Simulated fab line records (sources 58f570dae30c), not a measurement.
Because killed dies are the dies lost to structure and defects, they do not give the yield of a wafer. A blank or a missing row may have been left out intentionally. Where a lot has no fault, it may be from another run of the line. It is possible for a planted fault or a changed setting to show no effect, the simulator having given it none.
Which tool was responsible? || flow berkeley cmos170 || Sampling: 14 lots, 42 wafers, 4 of 331 route steps

## WHAT THE GAUGES READ, wafer by wafer
UCB170_M1_CD_MEAS_90: the cd target is 700 nm. Usual: cd nm 699.1 nm, standard deviation 2.7.
{"lot": "L324", "measured": "day 8 01:59", "on": "cd sem-01", "cd nm (nm)": "697.4 698.8 698.8", "flag": ""}
{"lot": "L328", "measured": "day 8 08:29", "on": "cd sem-01", "cd nm (nm)": "700.0 702.7 702.1", "flag": ""}
{"lot": "L326", "measured": "day 8 11:20", "on": "cd sem-02", "cd nm (nm)": "700.8 701.7 701.2", "flag": ""}
{"lot": "L331", "measured": "day 9 09:04", "on": "cd sem-01", "cd nm (nm)": "699.4 696.9 696.0", "flag": ""}
{"lot": "L329", "measured": "day 9 10:13", "on": "cd sem-02", "cd nm (nm)": "702.6 700.5 700.0", "flag": ""}
{"lot": "L330", "measured": "day 9 10:21", "on": "cd sem-01", "cd nm (nm)": "697.5 699.1 698.0", "flag": ""}
{"lot": "L332", "measured": "day 9 20:41", "on": "cd sem-02", "cd nm (nm)": "703.6 700.1 697.9", "flag": ""}
{"lot": "L336", "measured": "day 11 04:58", "on": "cd sem-02", "cd nm (nm)": "701.2 700.5 701.1", "flag": ""}
{"lot": "L343", "measured": "day 11 22:43", "on": "cd sem-01", "cd nm (nm)": "698.4 699.5 699.4", "flag": ""}
{"lot": "L340", "measured": "day 12 02:44", "on": "cd sem-01", "cd nm (nm)": "701.1 700.4 696.6", "flag": ""}
{"lot": "L345", "measured": "day 12 11:14", "on": "cd sem-01", "cd nm (nm)": "696.4 696.1 698.1", "flag": ""}
{"lot": "L342", "measured": "day 12 11:37", "on": "cd sem-01", "cd nm (nm)": "697.7 702.0 699.7", "flag": ""}
{"lot": "L341", "measured": "day 12 11:55", "on": "cd sem-02", "cd nm (nm)": "698.5 697.8 699.0", "flag": ""}
{"lot": "L347", "measured": "day 12 23:34", "on": "cd sem-01", "cd nm (nm)": "699.6 700.5 702.0", "flag": ""}

UCB170_V1_BOW_MEAS_03. Usual: V1_BOW gives 18 um (standard deviation 7.4).
{"lot": "L324", "measured": "day 8 04:02", "on": "film metro-04", "V1_BOW (um)": "26 22 14", "flag": ""}
{"lot": "L328", "measured": "day 8 10:28", "on": "film metro-04", "V1_BOW (um)": "9 4 3", "flag": ""}
{"lot": "L326", "measured": "day 8 13:19", "on": "film metro-02", "V1_BOW (um)": "10 21 16", "flag": ""}
{"lot": "L331", "measured": "day 9 11:06", "on": "film metro-04", "V1_BOW (um)": "32 28 18", "flag": ""}
{"lot": "L329", "measured": "day 9 12:22", "on": "film metro-02", "V1_BOW (um)": "23 4 8", "flag": ""}
{"lot": "L330", "measured": "day 9 12:24", "on": "film metro-03", "V1_BOW (um)": "17 12 17", "flag": ""}
{"lot": "L332", "measured": "day 9 23:52", "on": "film metro-04", "V1_BOW (um)": "18 19 -2", "flag": ""}
{"lot": "L336", "measured": "day 11 07:32", "on": "film metro-04", "V1_BOW (um)": "12 19 8", "flag": ""}
{"lot": "L343", "measured": "day 12 00:41", "on": "film metro-04", "V1_BOW (um)": "7 22 16", "flag": ""}
{"lot": "L340", "measured": "day 12 04:43", "on": "film metro-03", "V1_BOW (um)": "24 31 26", "flag": ""}
{"lot": "L345", "measured": "day 12 13:13", "on": "film metro-04", "V1_BOW (um)": "24 15 32", "flag": ""}
{"lot": "L342", "measured": "day 12 14:30", "on": "film metro-04", "V1_BOW (um)": "17 16 21", "flag": ""}
{"lot": "L341", "measured": "day 12 14:30", "on": "film metro-03", "V1_BOW (um)": "17 13 8", "flag": ""}
{"lot": "L347", "measured": "day 13 01:32", "on": "film metro-03", "V1_BOW (um)": "13 24 26", "flag": ""}

UCB170_V2_BOW_MEAS_03. Usual: V2_BOW gives 36 um (standard deviation 7.9).
{"lot": "L324", "measured": "day 8 09:54", "on": "film metro-01", "V2_BOW (um)": "46 41 33", "flag": ""}
{"lot": "L328", "measured": "day 8 16:07", "on": "film metro-02", "V2_BOW (um)": "26 21 21", "flag": ""}
{"lot": "L326", "measured": "day 8 18:45", "on": "film metro-02", "V2_BOW (um)": "25 35 31", "flag": ""}
{"lot": "L331", "measured": "day 9 18:08", "on": "film metro-04", "V2_BOW (um)": "50 48 37", "flag": ""}
{"lot": "L329", "measured": "day 9 18:22", "on": "film metro-04", "V2_BOW (um)": "39 20 24", "flag": ""}
{"lot": "L330", "measured": "day 9 21:30", "on": "film metro-04", "V2_BOW (um)": "37 32 39", "flag": ""}
{"lot": "L332", "measured": "day 10 05:42", "on": "film metro-01", "V2_BOW (um)": "41 43 21", "flag": ""}
{"lot": "L336", "measured": "day 11 14:08", "on": "film metro-02", "V2_BOW (um)": "36 43 32", "flag": ""}
{"lot": "L343", "measured": "day 12 07:58", "on": "film metro-02", "V2_BOW (um)": "27 42 36", "flag": ""}
{"lot": "L340", "measured": "day 12 17:11", "on": "film metro-04", "V2_BOW (um)": "44 52 46", "flag": ""}
{"lot": "L345", "measured": "day 12 20:43", "on": "film metro-02", "V2_BOW (um)": "40 30 48", "flag": ""}
{"lot": "L342", "measured": "day 12 20:29", "on": "film metro-02", "V2_BOW (um)": "33 31 37", "flag": ""}
{"lot": "L341", "measured": "day 12 20:47", "on": "film metro-04", "V2_BOW (um)": "33 31 25", "flag": ""}
{"lot": "L347", "measured": "day 13 09:32", "on": "film metro-04", "V2_BOW (um)": "31 41 44", "flag": ""}

## TOOL THAT RAN EACH LOT (tool first, then ch and the chambers of the sampled wafers, then the start)
{"lot": "L324", "UCB170_M1_METAL_ETCH_12": "rie metal-02 ch 0,1, day 8 01:45"}
{"lot": "L328", "UCB170_M1_METAL_ETCH_12": "rie metal-01 ch 0,1, day 8 08:16"}
{"lot": "L326", "UCB170_M1_METAL_ETCH_12": "rie metal-01 ch 0,1, day 8 11:07"}
{"lot": "L331", "UCB170_M1_METAL_ETCH_12": "rie metal-02 ch 0,1, day 9 08:50"}
{"lot": "L329", "UCB170_M1_METAL_ETCH_12": "rie metal-01 ch 0,1, day 9 09:59"}
{"lot": "L330", "UCB170_M1_METAL_ETCH_12": "rie metal-03 ch 0,1, day 9 10:07"}
{"lot": "L332", "UCB170_M1_METAL_ETCH_12": "rie metal-01 ch 0, day 9 20:23"}
{"lot": "L336", "UCB170_M1_METAL_ETCH_12": "rie metal-01 ch 0,1, day 11 04:43"}
{"lot": "L343", "UCB170_M1_METAL_ETCH_12": "rie metal-02 ch 0,1, day 11 22:28"}
{"lot": "L340", "UCB170_M1_METAL_ETCH_12": "rie metal-03 ch 0,1, day 12 02:29"}
{"lot": "L345", "UCB170_M1_METAL_ETCH_12": "rie metal-02 ch 0,1, day 12 11:01"}
{"lot": "L342", "UCB170_M1_METAL_ETCH_12": "rie metal-03 ch 0,1, day 12 11:23"}
{"lot": "L341", "UCB170_M1_METAL_ETCH_12": "rie metal-01 ch 0,1, day 12 11:41"}
{"lot": "L347", "UCB170_M1_METAL_ETCH_12": "rie metal-02 ch 0,1, day 12 23:20"}
- UCB170_M1_METAL_ETCH_12: etches Al in Cl2/BCl3, stops on PSG, target depth 780 nm, time 130 s.

## WHAT THE TOOLS THEMSELVES READ (means of the sampled wafers that have a number; where no wafer has one, the mark that the record gives instead)
UCB170_M1_METAL_ETCH_12. Usual: drypump motor current A 5.6 A, standard deviation 0.47; oes product au 0.858 a.u., standard deviation 0.016; throttle valve pct 24.48 %, standard deviation 0.22.
{"lot": "L324", "tool": "rie metal-02", "drypump motor current A (A)": 5.6, "oes product au (a.u.)": 0.863, "throttle valve pct (%)": 24.48, "flag": ""}
{"lot": "L328", "tool": "rie metal-01", "drypump motor current A (A)": 5.2, "oes product au (a.u.)": 0.852, "throttle valve pct (%)": 24.62, "flag": ""}
{"lot": "L326", "tool": "rie metal-01", "drypump motor current A (A)": 5.5, "oes product au (a.u.)": 0.844, "throttle valve pct (%)": 24.64, "flag": ""}
{"lot": "L331", "tool": "rie metal-02", "drypump motor current A (A)": 5.5, "oes product au (a.u.)": 0.868, "throttle valve pct (%)": 24.47, "flag": ""}
{"lot": "L329", "tool": "rie metal-01", "drypump motor current A (A)": 5.2, "oes product au (a.u.)": 0.854, "throttle valve pct (%)": 24.62, "flag": ""}
{"lot": "L330", "tool": "rie metal-03", "drypump motor current A (A)": 6.4, "oes product au (a.u.)": 0.843, "throttle valve pct (%)": 24.35, "flag": ""}
{"lot": "L332", "tool": "rie metal-01", "drypump motor current A (A)": 5.0, "oes product au (a.u.)": 0.845, "throttle valve pct (%)": 24.60, "flag": ""}
{"lot": "L336", "tool": "rie metal-01", "drypump motor current A (A)": 5.2, "oes product au (a.u.)": 0.851, "throttle valve pct (%)": 24.62, "flag": ""}
{"lot": "L343", "tool": "rie metal-02", "drypump motor current A (A)": 5.5, "oes product au (a.u.)": 0.870, "throttle valve pct (%)": 24.47, "flag": ""}
{"lot": "L340", "tool": "rie metal-03", "drypump motor current A (A)": 6.4, "oes product au (a.u.)": 0.854, "throttle valve pct (%)": 24.34, "flag": ""}
{"lot": "L345", "tool": "rie metal-02", "drypump motor current A (A)": 5.5, "oes product au (a.u.)": 0.858, "throttle valve pct (%)": 24.48, "flag": ""}
{"lot": "L342", "tool": "rie metal-03", "drypump motor current A (A)": 6.2, "oes product au (a.u.)": 0.872, "throttle valve pct (%)": 24.31, "flag": ""}
{"lot": "L341", "tool": "rie metal-01", "drypump motor current A (A)": 5.5, "oes product au (a.u.)": 0.849, "throttle valve pct (%)": 24.63, "flag": ""}
{"lot": "L347", "tool": "rie metal-02", "drypump motor current A (A)": 5.5, "oes product au (a.u.)": 0.863, "throttle valve pct (%)": 24.48, "flag": ""}

## THE ANSWER, worked out from the rows above alone
Rule: lot off if the mean of its wafers having a number is beyond 3 standard deviations from the usual mean. A lot without any number at a reading at which 4 lots or more have one is off too. Where the step has rows for the other lots, those lots are counted as sound. Order of review: gauges by route order, followed by the tools' own readings, for which a lot's mean as printed above is used. At the first step where some lot is off, the reading lying furthest off is the one used; lots without a number count as furthest.
No lot is off on any of the readings shown, so nothing can be concluded from this.

## WHAT THE SIMULATOR HAD PUT IN
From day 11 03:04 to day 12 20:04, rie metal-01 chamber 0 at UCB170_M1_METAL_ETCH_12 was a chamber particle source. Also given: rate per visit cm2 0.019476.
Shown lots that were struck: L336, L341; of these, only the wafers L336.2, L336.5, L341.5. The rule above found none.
